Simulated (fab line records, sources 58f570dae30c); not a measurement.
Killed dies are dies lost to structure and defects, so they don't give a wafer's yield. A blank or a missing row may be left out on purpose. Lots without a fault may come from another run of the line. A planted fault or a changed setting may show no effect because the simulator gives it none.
Which tool did it? | flow berkeley_cmos170 | 14 lots, 42 wafers sampled, at 2 steps of a route of 331

WHAT THE GAUGES READ, wafer by wafer
UCB170_ACTIVE_CD_MEAS_90: target cd 1200 nm.
lot  | measured    | on        | cd_nm (nm)
L535 | day 4 21:17 | cd_sem-02 | 1199.0 1199.6 1198.8
L537 | day 5 05:27 | cd_sem-02 | 1201.3 1202.0 1199.5
L536 | day 5 05:09 | cd_sem-01 | 1201.7 1200.6 1200.3
L538 | day 5 22:46 | cd_sem-02 | 1200.0 1199.2 1198.5
L539 | day 5 23:01 | cd_sem-02 | 1200.4 1200.0 1200.7
L540 | day 5 22:58 | cd_sem-01 | 1198.3 1198.7 1199.1
L542 | day 6 05:58 | cd_sem-02 | 1199.0 1199.2 1198.3
L543 | day 6 12:14 | cd_sem-02 | 1200.9 1199.1 1200.9
L544 | day 6 12:06 | cd_sem-02 | 1199.6 1196.9 1199.0
L545 | day 6 18:12 | cd_sem-01 | 1198.5 1198.6 1199.4
L546 | day 7 07:50 | cd_sem-02 | 1200.8 1200.6 1200.1
L547 | day 7 08:19 | cd_sem-02 | 1203.3 1201.6 1203.0
L556 | day 9 11:03 | cd_sem-02 | 1199.5 1198.1 1197.7
L557 | day 9 11:19 | cd_sem-02 | 1199.5 1199.9 1200.5

WHICH TOOL RAN EACH LOT (tool, then ch and the chambers of the sampled wafers, then the start)
lot  | UCB170_ZERO_STRIP_07
L535 | plasma_asher-02 ch 0,1, day 1 23:53
L537 | plasma_asher-01 ch 0,1, day 2 06:45
L536 | plasma_asher-02 ch 0,1, day 2 06:52
L538 | plasma_asher-03 ch 0,1, day 2 15:46
L539 | plasma_asher-01 ch 0,1, day 2 20:04
L540 | plasma_asher-03 ch 0,1, day 2 20:20
L542 | plasma_asher-02 ch 0,1, day 3 07:32
L543 | plasma_asher-03 ch 0,1, day 3 13:16
L544 | plasma_asher-02 ch 0,1, day 3 18:37
L545 | plasma_asher-03 ch 0,1, day 4 00:26
L546 | plasma_asher-03 ch 0,1, day 4 07:20
L547 | plasma_asher-01 ch 0,1, day 4 12:07
L556 | plasma_asher-03 ch 0,1, day 6 08:29
L557 | plasma_asher-02 ch 0,1, day 6 08:32
- UCB170_ZERO_STRIP_07: strips in O2.

WHAT THE TOOLS THEMSELVES READ (means of the sampled wafers that have a number; where no wafer has one, the mark that the record gives instead)
UCB170_ZERO_STRIP_07.
lot  | tool            | drypump_motor_current_A (A) | o2_flow_sccm (sccm) | oes_product_au (a.u.) | strip_time_to_endpoint_s (s)
L535 | plasma_asher-02 | 6.02                        | 390.6               | 0.727                 | 21.57
L537 | plasma_asher-01 | 5.95                        | 391.2               | 0.728                 | 21.60
L536 | plasma_asher-02 | 6.01                        | 390.2               | 0.726                 | 21.56
L538 | plasma_asher-03 | 5.87                        | 390.3               | 0.724                 | 21.52
L539 | plasma_asher-01 | 5.97                        | 388.8               | 0.730                 | 21.53
L540 | plasma_asher-03 | 5.86                        | 389.9               | 0.727                 | 21.62
L542 | plasma_asher-02 | 5.83                        | 389.9               | 0.722                 | 21.56
L543 | plasma_asher-03 | 5.84                        | 391.4               | 0.723                 | 21.47
L544 | plasma_asher-02 | 6.03                        | 390.2               | 0.722                 | 21.56
L545 | plasma_asher-03 | 5.81                        | 390.7               | 0.724                 | 21.51
L546 | plasma_asher-03 | 5.81                        | 391.3               | 0.727                 | 21.49
L547 | plasma_asher-01 | 5.96                        | 390.9               | 0.723                 | 21.58
L556 | plasma_asher-03 | 5.88                        | 390.7               | 0.726                 | 21.55
L557 | plasma_asher-02 | 5.82                        | 391.3               | 0.723                 | 21.49

THE ANSWER, worked out from the rows above alone
Rule: what is usual is taken from the lots themselves. Put in order of their means at a reading, lots are off if they are a third of the lots or fewer, leave a main group of 4 or more, and stand apart from it by a gap of 3 or more times the standard deviation of the main group's means; of several such gaps the widest counts. A main group whose means are all the same, to the digits that the tables above print for the reading, isn't used. A lot without any number at a reading at which 4 lots or more have one is off too. The other lots that the step has rows for count as sound. The gauges are gone through in route order, then the tools' own readings, and for those a lot's mean is taken as printed above. The first step at which some lot is off is used, and at that step the reading that is off furthest; a lot without a number counts as furthest.
No lot is off at any reading shown: from this, nothing can be told.

WHAT THE SIMULATOR HAD PUT IN
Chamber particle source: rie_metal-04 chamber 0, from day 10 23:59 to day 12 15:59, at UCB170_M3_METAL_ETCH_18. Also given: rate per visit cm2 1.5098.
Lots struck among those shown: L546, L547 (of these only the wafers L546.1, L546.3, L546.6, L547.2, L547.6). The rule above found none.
